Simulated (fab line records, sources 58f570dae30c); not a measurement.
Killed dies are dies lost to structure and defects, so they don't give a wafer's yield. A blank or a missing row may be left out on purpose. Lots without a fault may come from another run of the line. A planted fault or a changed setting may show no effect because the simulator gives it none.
Which tool did it? | flow berkeley_cmos170 | 13 lots, 39 wafers sampled, at 4 steps of a route of 331

WHAT THE GAUGES READ, wafer by wafer
UCB170_M2_OVL_MEAS_16. Usual: M2_OVL -1 nm, standard deviation 5.1.
lot  | measured     | on         | M2_OVL (nm) | flag
L149 | day 7 06:07  | overlay-01 | -6 -1 -3    |
L150 | day 7 12:13  | overlay-01 | 4 0 0       |
L151 | day 7 12:13  | overlay-02 | 2 4 6       |
L152 | day 7 22:07  | overlay-02 | -11 -8 -1   |
L154 | day 7 22:22  | overlay-01 | -1 -3 0     |
L153 | day 7 22:36  | overlay-01 | 4 2 0       |
L157 | day 9 01:44  | overlay-01 | 1 2 -5      |
L162 | day 10 00:59 | overlay-01 | 5 -2 7      |
L163 | day 10 07:10 | overlay-01 | -13 -5 -2   |
L167 | day 11 09:40 | overlay-01 | -2 -1 2     |
L170 | day 12 08:23 | overlay-01 | -6 -8 -12   |
L171 | day 12 16:26 | overlay-02 | 4 -10 -1    |
L172 | day 12 16:41 | overlay-01 | 8 7 6       |

UCB170_M2_CD_MEAS_90: target cd 700 nm. Usual: cd_nm 700 nm, standard deviation 3.6.
lot  | measured     | on        | cd_nm (nm)  | flag
L149 | day 7 06:28  | cd_sem-01 | 701 708 706 |
L150 | day 7 12:37  | cd_sem-02 | 697 698 695 |
L151 | day 7 12:36  | cd_sem-01 | 703 699 698 |
L152 | day 7 22:30  | cd_sem-02 | 703 701 703 |
L154 | day 7 22:46  | cd_sem-01 | 697 695 694 |
L153 | day 7 22:59  | cd_sem-02 | 697 700 696 |
L157 | day 9 02:07  | cd_sem-02 | 702 699 698 |
L162 | day 10 01:21 | cd_sem-01 | 702 702 699 |
L163 | day 10 07:32 | cd_sem-01 | 698 698 697 |
L167 | day 11 10:02 | cd_sem-02 | 704 694 695 |
L170 | day 12 08:46 | cd_sem-01 | 702 695 699 |
L171 | day 12 16:48 | cd_sem-01 | 698 698 698 |
L172 | day 12 17:05 | cd_sem-01 | 701 707 706 |

UCB170_M3_RS_MEAS_02: measures by four-point-probe. Usual: M3_AL_RS 0.0322 ohm/sq, standard deviation 0.00039.
lot  | measured     | on            | M3_AL_RS (ohm/sq)                         | flag
L149 | day 7 10:21  | film_metro-02 | 0.0322 0.0323 0.0319                      |
L150 | day 7 15:31  | film_metro-03 | 0.0317 0.0324 0.0320                      |
L151 | day 7 16:52  | film_metro-01 | 0.0326 0.0322 0.0321                      |
L152 | day 8 01:11  | film_metro-01 | 0.0327 0.0323 0.0318                      |
L154 | day 8 01:52  | film_metro-03 | 0.0319 0.0318 0.0315                      |
L153 | day 8 02:05  | film_metro-02 | 0.0325 0.0326 0.0326                      |
L157 | day 9 04:52  | film_metro-03 | 0.0331 0.0324 0.0323                      |
L162 | day 10 04:08 | film_metro-02 | 0.0310 0.0307 0.0312 0.0310 0.0307 0.0311 | OFF
L163 | day 10 10:10 | film_metro-03 | 0.0327 0.0324 0.0324                      |
L167 | day 11 12:37 | film_metro-03 | 0.0329 0.0327 0.0327                      |
L170 | day 12 11:35 | film_metro-01 | 0.0321 0.0321 0.0315                      |
L171 | day 12 19:25 | film_metro-02 | 0.0311 0.0313 0.0319                      |
L172 | day 12 19:47 | film_metro-01 | 0.0328 0.0320 0.0320                      |

WHICH TOOL RAN EACH LOT (tool, then ch and the chambers of the sampled wafers, then the start)
lot  | UCB170_M3_SPUTTER_01
L149 | pvd_sputter-02, day 7 10:16
L150 | pvd_sputter-01, day 7 15:23
L151 | pvd_sputter-02, day 7 16:46
L152 | pvd_sputter-03, day 8 01:04
L154 | pvd_sputter-02, day 8 01:45
L153 | pvd_sputter-01, day 8 01:57
L157 | pvd_sputter-03, day 9 04:46
L162 | pvd_sputter-02, day 10 04:01
L163 | pvd_sputter-01, day 10 10:03
L167 | pvd_sputter-03, day 11 12:32
L170 | pvd_sputter-03, day 12 11:27
L171 | pvd_sputter-03, day 12 19:20
L172 | pvd_sputter-01, day 12 19:40
- UCB170_M3_SPUTTER_01: material Al, target thk 900 nm, time 120 s.

WHAT THE TOOLS THEMSELVES READ (means of the sampled wafers that have a number; where no wafer has one, the mark that the record gives instead)
UCB170_M3_SPUTTER_01. Usual: throttle_valve_pct 30.3 %, standard deviation 1.4.
lot  | tool           | throttle_valve_pct (%) | flag
L149 | pvd_sputter-02 | 30.0                   |
L150 | pvd_sputter-01 | 30.6                   |
L151 | pvd_sputter-02 | 30.1                   |
L152 | pvd_sputter-03 | 31.3                   |
L154 | pvd_sputter-02 | 29.8                   |
L153 | pvd_sputter-01 | 29.5                   |
L157 | pvd_sputter-03 | 32.1                   |
L162 | pvd_sputter-02 | 30.4                   |
L163 | pvd_sputter-01 | 30.2                   |
L167 | pvd_sputter-03 | 30.3                   |
L170 | pvd_sputter-03 | 30.6                   |
L171 | pvd_sputter-03 | 30.8                   |
L172 | pvd_sputter-01 | 30.6                   |

THE ANSWER, worked out from the rows above alone
Rule: a lot is off if the mean of its wafers that have a number lies more than 3 standard deviations from the usual mean. A lot without any number at a reading at which 4 lots or more have one is off too. The other lots that the step has rows for count as sound. The gauges are gone through in route order, then the tools' own readings, and for those a lot's mean is taken as printed above. The first step at which some lot is off is used, and at that step the reading that is off furthest; a lot without a number counts as furthest.
Off: L162, at UCB170_M3_RS_MEAS_02 (M3_AL_RS).
A tool fits if, at a process step before that reading, it ran every lot that is off, and no sound lot after the first of them. The gauges at UCB170_M3_RS_MEAS_02 are tried like those tools. One fits: pvd_sputter-02 at UCB170_M3_SPUTTER_01. Its last sound lot is L154 (day 8 01:45), its first lot that is off L162 (day 10 04:01): a fault that began between those two fits.

WHAT THE SIMULATOR HAD PUT IN
Process parameter drift: pvd_sputter-02, from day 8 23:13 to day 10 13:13, at UCB170_M3_SPUTTER_01. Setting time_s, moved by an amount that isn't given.
Lots struck among those shown: L162. The rule above found the same.
